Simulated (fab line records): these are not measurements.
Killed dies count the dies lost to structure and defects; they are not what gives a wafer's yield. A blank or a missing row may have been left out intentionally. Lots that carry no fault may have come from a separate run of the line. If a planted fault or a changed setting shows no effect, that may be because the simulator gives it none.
Which tool is to blame?	flow berkeley cmos170	Sampling: 14 lots, 42 wafers, 4 of 331 route steps

## WHAT THE GAUGES SHOWED, per wafer
UCB170_SILICIDE_THK_MEAS_03: measures by xrf.
lot	measured	on	SILICIDE_TI_THK (nm)
L528	day 6 19:28	film metro-01	30.1 30.1 29.8
L527	day 6 20:11	film metro-01	29.8 29.8 29.8
L529	day 6 20:22	film metro-03	30.1 30.6 30.4
L530	day 7 08:01	film metro-01	29.8 29.7 29.5
L531	day 7 08:11	film metro-03	29.5 29.9 29.7
L532	day 7 17:44	film metro-01	30.1 29.8 30.0
L536	day 8 14:22	film metro-01	29.1 29.7 29.9
L537	day 8 16:01	film metro-01	29.7 29.1 29.5
L540	day 9 19:33	film metro-01	29.7 29.7 29.7
L544	day 9 20:02	film metro-03	29.6 29.4 29.3
L542	day 9 20:10	film metro-02	30.0 29.7 29.6
L545	day 10 06:36	film metro-01	30.4 30.0 30.1
L549	day 11 05:34	film metro-01	29.0 29.7 29.7
L548	day 11 06:11	film metro-01	29.6 29.1 29.4

UCB170_M1_RS_MEAS_01: a four-point-probe measurement.
lot	measured	on	M1_AL_RS (ohm/sq)
L528	day 7 00:21	film metro-04	0.0493 0.0492 0.0489
L527	day 7 01:22	film metro-03	0.0485 0.0475 0.0485
L529	day 7 02:18	film metro-04	0.0492 0.0488 0.0480
L530	day 7 13:59	film metro-04	0.0473 0.0487 0.0481
L531	day 7 13:38	film metro-04	0.0485 0.0485 0.0482
L532	day 7 22:59	film metro-03	0.0485 0.0496 0.0488
L536	day 8 20:49	film metro-03	0.0489 0.0489 0.0496
L537	day 8 21:23	film metro-02	0.0489 0.0490 0.0489
L540	day 10 01:58	film metro-03	0.0496 0.0496 0.0488
L544	day 10 01:41	film metro-04	0.0482 0.0474 0.0486
L542	day 10 02:19	film metro-03	0.0474 0.0485 0.0485
L545	day 10 11:31	film metro-02	0.0487 0.0487 0.0486
L549	day 11 12:34	film metro-04	0.0478 0.0479 0.0472
L548	day 11 12:16	film metro-03	0.0479 0.0493 0.0494

UCB170_M1_OVL_MEAS_10.
lot	measured	on	M1_OVL (nm)
L528	day 7 01:29	overlay-01	-2 -5 3
L527	day 7 02:37	overlay-01	3 4 5
L529	day 7 03:53	overlay-02	1 0 1
L530	day 7 15:30	overlay-01	-4 -17 -6
L531	day 7 14:46	overlay-02	-8 -6 -2
L532	day 8 00:16	overlay-01	-2 3 -4
L536	day 8 22:17	overlay-01	0 -3 -6
L537	day 8 23:28	overlay-02	-12 -3 -10
L540	day 10 03:16	overlay-01	-1 -4 -1
L544	day 10 02:59	overlay-02	-2 -3 -7
L542	day 10 03:53	overlay-01	-2 8 9
L545	day 10 13:43	overlay-02	-2 2 4
L549	day 11 13:50	overlay-02	9 -3 -2
L548	day 11 13:32	overlay-01	-1 2 -2

## EACH LOT AND THE TOOL THAT RAN IT (in order: tool; ch and the chambers of the sampled wafers; start)
lot	UCB170_NSD_STRIP_09
L528	plasma asher-02 ch 0,1, day 6 17:25
L527	plasma asher-04 ch 0,1, day 6 18:09
L529	plasma asher-02 ch 0,1, day 6 18:15
L530	plasma asher-02 ch 0,1, day 7 06:08
L531	plasma asher-03 ch 0,1, day 7 06:13
L532	plasma asher-04 ch 0,1, day 7 15:49
L536	plasma asher-04 ch 0,1, day 8 12:22
L537	plasma asher-02 ch 1, day 8 13:59
L540	plasma asher-02 ch 0,1, day 9 17:08
L544	plasma asher-04 ch 0,1, day 9 17:50
L542	plasma asher-02 ch 0,1, day 9 17:58
L545	plasma asher-03 ch 0,1, day 10 04:31
L549	plasma asher-03 ch 0, day 11 03:24
L548	plasma asher-04 ch 0,1, day 11 04:07
- UCB170_NSD_STRIP_09: strips in O2.

## WHAT THE TOOLS THEMSELVES READ (means of the sampled wafers that have a number; where no wafer has one, the mark that the record gives instead)
UCB170_NSD_STRIP_09.
lot	tool	drypump motor current A (A)	oes product au (a.u.)	strip time to endpoint s (s)
L528	plasma asher-02	5.5	0.535	35.87
L527	plasma asher-04	5.7	0.538	35.74
L529	plasma asher-02	5.3	0.531	35.87
L530	plasma asher-02	5.2	0.535	35.71
L531	plasma asher-03	5.6	0.533	35.85
L532	plasma asher-04	5.7	0.532	35.86
L536	plasma asher-04	5.7	0.538	35.94
L537	plasma asher-02	5.0	0.533	35.80
L540	plasma asher-02	5.3	0.544	34.94
L544	plasma asher-04	5.9	0.530	35.88
L542	plasma asher-02	5.3	0.545	35.03
L545	plasma asher-03	5.5	0.534	35.93
L549	plasma asher-03	5.8	0.535	35.99
L548	plasma asher-04	5.7	0.532	35.86

## THE ANSWER, worked out from the rows above alone
Rule: usual is defined by the lots themselves. Put in order of their means at a reading, lots are off if they are a third of the lots or fewer, leave a main group of 4 or more, and stand apart from it by a gap of 3 or more times the standard deviation of the main group's means; of several such gaps the widest counts. Not used: any main group whose means are identical at the precision the tables above print for the reading. Also off: a lot with no number at a reading for which 4 or more lots have one. All remaining lots with rows at the step are treated as sound. The gauges are gone through in route order, then the tools' own readings, and for those a lot's mean is taken as printed above. The first step at which some lot is off is used, and at that step the reading that is off furthest; a lot without a number counts as furthest.
Off: L540, L542 (UCB170_NSD_STRIP_09, strip time to endpoint s). The main group: mean 35.86 s, standard deviation 0.076.
A tool fits if, at that step or a process step before it, it ran every lot that is off, and no sound lot after the first of them. One fits: UCB170_NSD_STRIP_09 on plasma asher-02. A fault onset in the window from L537 (day 8 13:59, its last sound lot) to L540 (day 9 17:08, its first lot off) fits.
The tool's own readings at UCB170_NSD_STRIP_09 bear it out: on the lots that are off they differ by more than 5 times the standard deviation of the sound lots' means. strip time to endpoint s reads 34.98 s there against 35.86 s on the sound lots.

## WHAT THE SIMULATOR PUT IN
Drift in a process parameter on plasma asher-02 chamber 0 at UCB170_NSD_STRIP_09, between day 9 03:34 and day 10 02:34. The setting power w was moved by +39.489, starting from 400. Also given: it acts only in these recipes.
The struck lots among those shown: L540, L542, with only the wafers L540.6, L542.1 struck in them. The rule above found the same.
